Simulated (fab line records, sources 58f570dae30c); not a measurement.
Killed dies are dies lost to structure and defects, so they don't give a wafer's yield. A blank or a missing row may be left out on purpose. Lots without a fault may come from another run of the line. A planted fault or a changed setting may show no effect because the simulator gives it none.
Tool commonality check | flow berkeley_cmos170 | 15 lots, 45 wafers sampled

WHY IT WAS OPENED
At UCB170_V2_THK_MEAS_04 the reading V2_POLISHED_THK is flagged on 3 of 15 lots. Wafers without a fault read 1000.2 nm, standard deviation 1.6.
Rule: a lot is flagged when every wafer of it that has a number lies more than 4 standard deviations from that mean, or none has a number. The other lots count as sound.

lot  | measured     | on            | V2_POLISHED_THK (nm), wafer by wafer | flag
L438 | day 8 22:34  | film_metro-02 | 1000.0 999.9 1002.3                  |
L439 | day 9 12:47  | film_metro-04 | 1000.3 1002.9 1001.0                 |
L443 | day 10 14:13 | film_metro-04 | 1000.2 999.8 998.2                   |
L440 | day 10 14:39 | film_metro-03 | 998.3 1001.6 999.1                   |
L445 | day 11 06:19 | film_metro-04 | 1000.4 1000.5 1001.1                 |
L448 | day 12 02:48 | film_metro-03 | 998.9 996.8 998.6                    |
L447 | day 12 06:47 | film_metro-02 | 1001.7 1000.6 1001.8                 |
L446 | day 12 07:38 | film_metro-03 | 999.4 997.0 998.8                    |
L450 | day 13 01:37 | film_metro-03 | 997.9 999.0 999.1                    |
L451 | day 13 03:11 | film_metro-03 | 1000.2 1000.7 1000.3                 |
L453 | day 13 07:50 | film_metro-02 | 1000.0 1000.8 999.1                  |
L452 | day 13 09:25 | film_metro-02 | 1338.4 1345.8 1344.9                 | FLAGGED
L454 | day 13 09:43 | film_metro-03 | 1354.8 1368.7 1364.2                 | FLAGGED
L455 | day 13 20:17 | film_metro-04 | 1349.7 1357.8 1334.0                 | FLAGGED
L461 | day 15 02:22 | film_metro-03 | 999.6 999.2 997.4                    |
The numbers of the flagged lots are 1350.9 nm on average: +350.7 nm against the usual, or +99 or more standard deviations.

WHICH TOOL RAN EACH LOT
The record holds 2 process steps before the reading, out of a route of 331 steps. In each cell: the tool, then ch and the chambers that the sampled wafers went through, then the start.
lot  | flag    | UCB170_CONTACT_ETCH_17             | UCB170_V2_CMP_02
L438 |         | rie_diel-03 ch 0,2,3, day 8 13:25  | cmp-02 ch 0,1,2, day 8 22:09
L439 |         | rie_diel-02 ch 0,1,2, day 9 03:36  | cmp-02 ch 0,1,3, day 9 12:22
L443 |         | rie_diel-01 ch 0,1,2, day 10 00:55 | cmp-01 ch 0,2,3, day 10 13:57
L440 |         | rie_diel-03 ch 0,1,2, day 10 02:27 | cmp-01 ch 1,2,3, day 10 14:14
L445 |         | rie_diel-02 ch 2,3, day 10 17:08   | cmp-02 ch 0,2,3, day 11 05:56
L448 |         | rie_diel-03 ch 0,1,3, day 11 15:44 | cmp-01 ch 1,2,3, day 12 02:28
L447 |         | rie_diel-01 ch 1,3, day 11 15:59   | cmp-02 ch 1,2,3, day 12 06:25
L446 |         | rie_diel-02 ch 0,3, day 11 16:13   | cmp-01 ch 0,1,2, day 12 07:19
L450 |         | rie_diel-03 ch 2,3, day 12 13:40   | cmp-01 ch 1,2,3, day 13 01:18
L451 |         | rie_diel-02 ch 0,2, day 12 14:44   | cmp-02 ch 0,3, day 13 02:46
L453 |         | rie_diel-02 ch 1,2,3, day 12 21:13 | cmp-02 ch 1,2,3, day 13 07:25
L452 | FLAGGED | rie_diel-01 ch 1,2, day 12 21:32   | cmp-02 ch 0,1,3, day 13 09:05
L454 | FLAGGED | rie_diel-02 ch 0,1,3, day 12 21:49 | cmp-02 ch 0,3, day 13 09:17
L455 | FLAGGED | rie_diel-02 ch 2,3, day 13 10:46   | cmp-02 ch 1,2, day 13 19:52
L461 |         | rie_diel-02 ch 0,1,3, day 14 13:24 | cmp-01 ch 0,2,3, day 15 01:56
What these steps do:
- UCB170_CONTACT_ETCH_17: etches BARC in N2/H2.
- UCB170_V2_CMP_02: polishes SiO2.
- UCB170_V2_THK_MEAS_04

FLAGGED OVER TOTAL, TOOL BY TOOL (the gauges that took the reading come last)
step                   | tool          | lots run | flagged | share of the flagged lots | sound lots run after its first flagged lot
UCB170_CONTACT_ETCH_17 | rie_diel-01   | 3        | 1       | some                      | 0
UCB170_CONTACT_ETCH_17 | rie_diel-02   | 8        | 2       | some                      | 1 (L461)
UCB170_CONTACT_ETCH_17 | rie_diel-03   | 4        | 0       | none                      | -
UCB170_V2_CMP_02       | cmp-01        | 6        | 0       | none                      | -
UCB170_V2_CMP_02       | cmp-02        | 9        | 3       | all                       | 0
UCB170_V2_THK_MEAS_04  | film_metro-02 | 4        | 1       | some                      | 0
UCB170_V2_THK_MEAS_04  | film_metro-03 | 7        | 1       | some                      | 1 (L461)
UCB170_V2_THK_MEAS_04  | film_metro-04 | 4        | 1       | some                      | 0

WHAT THE TABLE ALLOWS
1 row of the table ran every flagged lot: cmp-02 at UCB170_V2_CMP_02.
- cmp-02 at UCB170_V2_CMP_02: 3 of its 9 lots flagged. Its last sound lot is L453 (day 13 07:25), its first flagged lot L452 (day 13 09:05): a fault that began between those two fits.
One tool is left: cmp-02 at UCB170_V2_CMP_02.

WHAT THE SIMULATOR HAD PUT IN
Process parameter drift: cmp-02, from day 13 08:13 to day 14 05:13, at UCB170_V2_CMP_02. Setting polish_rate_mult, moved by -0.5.
Lots struck among those shown: L452, L454, L455. The rule above found the same.
